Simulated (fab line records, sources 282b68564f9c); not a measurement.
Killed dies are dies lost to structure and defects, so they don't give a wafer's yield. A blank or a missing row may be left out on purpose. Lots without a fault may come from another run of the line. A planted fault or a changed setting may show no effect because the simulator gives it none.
Problem report in the 8D (eight disciplines) form, filled by code | flow rit_cmos | the parts of the form that need people (team, actions taken, sign-off) are left out

1. THE PROBLEM
run_length_s at RIT_SPACER_ETCHBACK_05 reads a mean of 172.1 s on 1 wafer of 1 lot; wafers without a fault read 268.3 s with a standard deviation of 0.32. That is -99 or more standard deviations from the usual mean.
The step: etches Si3N4 in SF6/CHF3, stops on SiO2, target depth 250 nm, time 240 s.
First seen on wafer L349.4, day 6 07:03, on rie_diel-03. The record holds 39 wafers of 13 lots with a number at this step. Rule for "out", or "out of limits": more than 4 standard deviations from the usual mean. The other wafers with a number count as sound.

2. WHAT IT IS AND WHAT IT IS NOT
question                    | is                           | is not
which readings at this step | run_length_s, oes_product_au | drypump_motor_current_A, throttle_valve_pct
which lots                  | L349                         | L335, L336, L337, L338, L341, L343, L344, L346, L353, L355, L356, L357
which wafers of those lots  | L349.4                       | L349.3, L349.6
read on which tools         | rie_diel-03                  | rie_diel-01, rie_diel-02
when                        | from day 6 07:03             | up to then (26 sound wafers); but 12 sound wafers of L353, L355, L356, L357 came after

3. SUSPECTS, AND WHAT RULES EACH OUT
Counting: a tool at a process step up to the reading stays a suspect if it ran every lot that is out. Sound lots after the first of them don't rule it out here, since some wafers of a struck lot are sound.
- plasma_asher-01 at RIT_NRETRO_STRIP_09 (strips in O2, time 180 s): kept. It ran the lot that is out, L349 (day 5 10:45); its last sound lot up to then is L343 (day 4 06:08).
- rie_diel-03 at RIT_SPACER_ETCHBACK_05 (etches Si3N4 in SF6/CHF3, stops on SiO2, target depth 250 nm, time 240 s): kept. It ran the lot that is out, L349 (day 6 07:03); its last sound lot up to then is L343 (day 5 00:22). Its own readings are out on those wafers: oes_product_au, run_length_s.
- Within rie_diel-03 at RIT_SPACER_ETCHBACK_05: the wafers that are out ran in chamber 1; their sound lot-mates ran in chamber 2.
Left after counting: plasma_asher-01 at RIT_NRETRO_STRIP_09, rie_diel-03 at RIT_SPACER_ETCHBACK_05.

4. THE CAUSE (what the simulator had put in)
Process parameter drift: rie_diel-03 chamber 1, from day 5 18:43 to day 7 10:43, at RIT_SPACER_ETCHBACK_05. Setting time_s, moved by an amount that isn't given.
Counting left 2 suspects, and this tool is among them.

5. THE CHAIN OF EFFECTS, in route order
Each row: a reading whose mean over the struck wafers that have a number lies more than 3 standard deviations from the usual. Only readings for which the record gives a usual standard deviation are gone through. hours: the time from each lot's start at the first step in this table that gives one to its start at this step, as a median over the lots. sigmas: the change in usual standard deviations.
hours | step                   | reading             | usual      | on struck wafers | change | sigmas
0     | RIT_SPACER_ETCHBACK_05 | oes_product_au      | 0.847 a.u. | 1.013            | +0.166 | +11
0     | RIT_SPACER_ETCHBACK_05 | run_length_s        | 268.3 s    | 172.1            | -96.2  | -99 or more
12    | RIT_M1_PROBE_99        | killed_at_front_end | 7          | 264              | +257   | +86
12    | RIT_M1_PROBE_99        | killed_dies         | 7          | 264              | +257   | +83
12    | RIT_M1_PROBE_99        | killed_on_rim       | 1.8        | 70.0             | +68.2  | +49
The process steps in it:
- RIT_SPACER_ETCHBACK_05: etches Si3N4 in SF6/CHF3, stops on SiO2, target depth 250 nm, time 240 s.
- RIT_M1_PROBE_99

6. WHAT WOULD HAVE CAUGHT IT SOONER
In this record the first reading out of limits was taken at day 6 07:03, 12 hours after the fault began at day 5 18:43.
